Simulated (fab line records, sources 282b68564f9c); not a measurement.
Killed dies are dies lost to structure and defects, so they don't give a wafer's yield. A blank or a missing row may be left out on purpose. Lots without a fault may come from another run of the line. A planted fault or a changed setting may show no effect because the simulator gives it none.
Split-lot experiment | flow rit_cmos | 5 lots, 23 wafers read, on a route of 202 steps

THE SPLIT
At RIT_PRETRO_COAT_01 (resist thk 1300 nm), the setting spin_rpm was moved away from the recipe's 2000 rpm on 5 of the 23 wafers read, by -4.8% to -4.7%. The other wafers ran this setting at the recipe's value.

FROM THE SPLIT TO THE READING: what the file shows between them, 3 steps
- RIT_PRETRO_SOFTBAKE_02: time 60 s
- RIT_PRETRO_EXPOSE_03: exposes mask M5, target cd 43700 nm
- RIT_PRETRO_DEVELOP_05: develop time 66.21 s

THE READING
NOVOLAK_of_PRETRO_COAT_01.thk_nm (the simulator's own value, which no gauge read), in nm, at RIT_PRETRO_HARDBAKE_07 (time 120 s). The file gives no usual value for it. The 18 wafers here that ran the recipe average 1135 nm, standard deviation 3.7 nm.

wafer  | tool, chamber at the split | spin_rpm as run, rpm | against the recipe | NOVOLAK_of_PRETRO_COAT_01.thk_nm, nm | against lot-mates on the recipe
L076.1 | litho_track-01, 0          | 2000                 | recipe             | 1135                                 | -
L076.2 | litho_track-01, 0          | 2000                 | recipe             | 1136                                 | -
L076.3 | litho_track-01, 0          | 2000                 | recipe             | 1134                                 | -
L076.4 | litho_track-01, 0          | 2000                 | recipe             | 1133                                 | -
L076.6 | litho_track-01, 0          | 2000                 | recipe             | 1132                                 | -
L078.2 | litho_track-01, 0          | 2000                 | recipe             | 1132                                 | -
L078.3 | litho_track-01, 0          | 2000                 | recipe             | 1129                                 | -
L078.4 | litho_track-01, 0          | 2000                 | recipe             | 1127                                 | -
L079.1 | litho_track-03, 0          | 2000                 | recipe             | 1141                                 | -
L079.2 | litho_track-03, 0          | 2000                 | recipe             | 1136                                 | -
L079.3 | litho_track-03, 0          | 1903                 | -4.8%              | 1165                                 | +26
L079.5 | litho_track-03, 0          | 1903                 | -4.8%              | 1167                                 | +28
L079.6 | litho_track-03, 0          | 1903                 | -4.8%              | 1168                                 | +30
L084.2 | litho_track-01, 0          | 2000                 | recipe             | 1140                                 | -
L084.3 | litho_track-01, 0          | 2000                 | recipe             | 1135                                 | -
L084.4 | litho_track-01, 0          | 1905                 | -4.7%              | 1165                                 | +29
L084.5 | litho_track-01, 0          | 1905                 | -4.7%              | 1167                                 | +31
L084.6 | litho_track-01, 0          | 2000                 | recipe             | 1133                                 | -
L085.2 | litho_track-01, 0          | 2000                 | recipe             | 1138                                 | -
L085.5 | litho_track-01, 0          | 2000                 | recipe             | 1138                                 | -
L085.3 | litho_track-01, 0          | 2000                 | recipe             | 1140                                 | -
L085.4 | litho_track-01, 0          | 2000                 | recipe             | 1139                                 | -
L085.6 | litho_track-01, 0          | 2000                 | recipe             | 1136                                 | -

THE FIT
A straight line over all 23 wafers: NOVOLAK_of_PRETRO_COAT_01.thk_nm changes by -6.48 nm for each +1% of spin_rpm; r = -0.97; the points scatter about the line by 3.5 nm.
The same after taking each lot's own level away (the mean of its wafers on the recipe; 23 wafers): -6.01 nm for each +1%; r = -0.99; scatter 2 nm.
On that fit, the largest move of spin_rpm shifts the reading by 29 nm.
The lots' own levels span 1129.3 to 1138.5 nm, that is 2.5 times the standard deviation above.
So the lot-to-lot level changes the slope little: the two slopes agree.
Check: with one of the wafers moved furthest among these (-4.8%) left out of the fit, the line predicts +29.8 nm for it against its lot-mates. It came out at +26.5 nm against them.

OTHER SPLITS ON THESE WAFERS
These wafers also went through other splits before the reading. Each is held against what the fit with the lots' levels taken away leaves over:
other split on the same wafers  | wafers away from the commonest value | r with NOVOLAK_of_PRETRO_COAT_01.thk_nm (lot level and that fit taken away)
RIT_ACTIVE_COAT_06 spin_rpm     | 8                                    | +0.12
RIT_ACTIVE_EXPOSE_08 dose_mj    | 10                                   | -0.34
RIT_FOX1_OXIDATION_00 ox_time_s | 15                                   | -0.10
RIT_NWELL_COAT_01 resist_thk_nm | 8                                    | +0.11
RIT_NWELL_IMPLANT_08 dose_cm2   | 9                                    | -0.23
RIT_PWELL_COAT_01 resist_thk_nm | 9                                    | +0.01
RIT_PWELL_STRIP_09 o2_flow_sccm | 7                                    | +0.02

THE WHOLE CHAIN: every reading that the file lists as answering this split, in the file's order
step                   | what it does       | reading                                                                           | change (the file's fit)              | r (the file's)
RIT_PRETRO_COAT_01     | resist thk 1300 nm | NOVOLAK_of_PRETRO_COAT_01.thk_nm (the simulator's own value, which no gauge read) | -6.96 nm for each +1% of the setting | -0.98
RIT_PRETRO_HARDBAKE_07 | time 120 s         | NOVOLAK_of_PRETRO_COAT_01.thk_nm (the simulator's own value, which no gauge read) | -5.99 nm for each +1% of the setting | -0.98

THE FILE'S OWN FIT
NOVOLAK_of_PRETRO_COAT_01.thk_nm changes by -5.99 nm for each +1% of spin_rpm, r = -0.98.
